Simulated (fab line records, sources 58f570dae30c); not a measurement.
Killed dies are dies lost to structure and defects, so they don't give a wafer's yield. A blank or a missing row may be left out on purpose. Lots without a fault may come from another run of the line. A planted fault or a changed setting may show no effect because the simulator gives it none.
Split-lot experiment | flow berkeley_cmos170 | 5 lots, 23 wafers read, on a route of 331 steps

THE SPLIT
At UCB170_CONTACT_EXPOSE_12 (exposes mask CONT, target cd 700 nm), the setting dose_mj was moved away from the recipe's 35 on 10 of the 23 wafers read, by -6.3% to +4.6%. The other wafers ran this setting at the recipe's value.

FROM THE SPLIT TO THE READING: what the file shows between them, 6 steps
- UCB170_CONTACT_PEB_13
- UCB170_CONTACT_DEVELOP_14: develop time 45 s
- UCB170_CONTACT_CD_MEAS_15: target cd 700 nm
- UCB170_CONTACT_ETCH_17: etches BARC in N2/H2
- UCB170_CONTACT_ETCH_18: etches PSG in CHF3/CF4/Ar, stops on TiSi2, target depth 840 nm, time 195 s
- UCB170_CONTACT_STRIP_19: strips in O2

THE READING
cd_nm, in nm, at UCB170_CONTACT_CD_MEAS_90 (target cd 700 nm). Fault-free wafers of this fab line usually give 700.0 nm, standard deviation 2.1 nm.

wafer  | tool, chamber at the split | dose_mj as run | against the recipe | cd_nm, nm | against lot-mates on the recipe
L076.1 | krf_scanner-01, 0          | 35             | recipe             | 699.4     | -
L076.2 | krf_scanner-01, 0          | 35             | recipe             | 703.1     | -
L076.3 | krf_scanner-01, 0          | 34.01          | -2.8%              | 696.9     | -4.9
L076.5 | krf_scanner-01, 0          | 35             | recipe             | 702.9     | -
L076.6 | krf_scanner-01, 0          | 34.01          | -2.8%              | 696.0     | -5.8
L080.1 | krf_scanner-02, 0          | 35             | recipe             | 700.3     | -
L080.2 | krf_scanner-02, 0          | 32.81          | -6.3%              | 688.3     | -12.2
L080.3 | krf_scanner-02, 0          | 32.81          | -6.3%              | 690.5     | -10.0
L080.4 | krf_scanner-02, 0          | 32.81          | -6.3%              | 691.0     | -9.5
L080.6 | krf_scanner-02, 0          | 35             | recipe             | 700.7     | -
L081.2 | krf_scanner-01, 0          | 35             | recipe             | 700.3     | -
L081.3 | krf_scanner-01, 0          | 35             | recipe             | 698.7     | -
L081.4 | krf_scanner-01, 0          | 36.48          | +4.2%              | 707.1     | +7.3
L081.5 | krf_scanner-01, 0          | 35             | recipe             | 700.4     | -
L081.6 | krf_scanner-01, 0          | 36.48          | +4.2%              | 707.2     | +7.4
L082.1 | krf_scanner-02, 0          | 35             | recipe             | 697.2     | -
L082.4 | krf_scanner-02, 0          | 35             | recipe             | 695.3     | -
L082.6 | krf_scanner-02, 0          | 35             | recipe             | 695.2     | -
L083.1 | krf_scanner-01, 0          | 36.62          | +4.6%              | 706.2     | +6.9
L083.2 | krf_scanner-01, 0          | 35             | recipe             | 700.2     | -
L083.4 | krf_scanner-01, 0          | 35             | recipe             | 698.5     | -
L083.5 | krf_scanner-01, 0          | 36.62          | +4.6%              | 708.3     | +8.9
L083.6 | krf_scanner-01, 0          | 36.62          | +4.6%              | 707.4     | +8.0

THE FIT
A straight line over all 23 wafers: cd_nm changes by +1.59 nm for each +1% of dose_mj; r = +0.94; the points scatter about the line by 2 nm.
The same after taking each lot's own level away (the mean of its wafers on the recipe; 23 wafers): +1.72 nm for each +1%; r = +0.98; scatter 1 nm.
On that fit, the largest move of dose_mj shifts the reading by 11 nm.
The lots' own levels span 695.90 to 701.80 nm, that is 2.8 times the standard deviation above.
So the lot-to-lot level changes the slope little: the two slopes agree.
Check: with one of the wafers moved furthest among these (-6.3%) left out of the fit, the line predicts -10.4 nm for it against its lot-mates. It came out at -12.2 nm against them.

OTHER SPLITS ON THESE WAFERS
These wafers also went through other splits before the reading. Each is held against what the fit with the lots' levels taken away leaves over:
other split on the same wafers | wafers away from the commonest value | r with cd_nm (lot level and that fit taken away)
UCB170_SPACER_CVD_00 time_s    | 11                                   | +0.04
UCB170_PSD_EXPOSE_03 dose_mj   | 8                                    | +0.25
UCB170_NSD_EXPOSE_03 dose_mj   | 8                                    | +0.06

THE WHOLE CHAIN: every reading that the file lists as answering this split, in the file's order
step                      | what it does                                                               | reading                                                        | change (the file's fit)              | r (the file's)
UCB170_CONTACT_CD_MEAS_15 | target cd 700 nm                                                           | cd_nm                                                          | +1.72 nm for each +1% of the setting | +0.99
UCB170_CONTACT_ETCH_17    | etches BARC in N2/H2                                                       | CONTACT.cd_nm (the simulator's own value, which no gauge read) | +1.76 nm for each +1% of the setting | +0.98
UCB170_CONTACT_ETCH_18    | etches PSG in CHF3/CF4/Ar, stops on TiSi2, target depth 840 nm, time 195 s | CONTACT.cd_nm (the simulator's own value, which no gauge read) | +1.72 nm for each +1% of the setting | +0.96
UCB170_CONTACT_CD_MEAS_90 | target cd 700 nm                                                           | cd_nm                                                          | +1.73 nm for each +1% of the setting | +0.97

THE FILE'S OWN FIT
cd_nm changes by +1.73 nm for each +1% of dose_mj, r = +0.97.
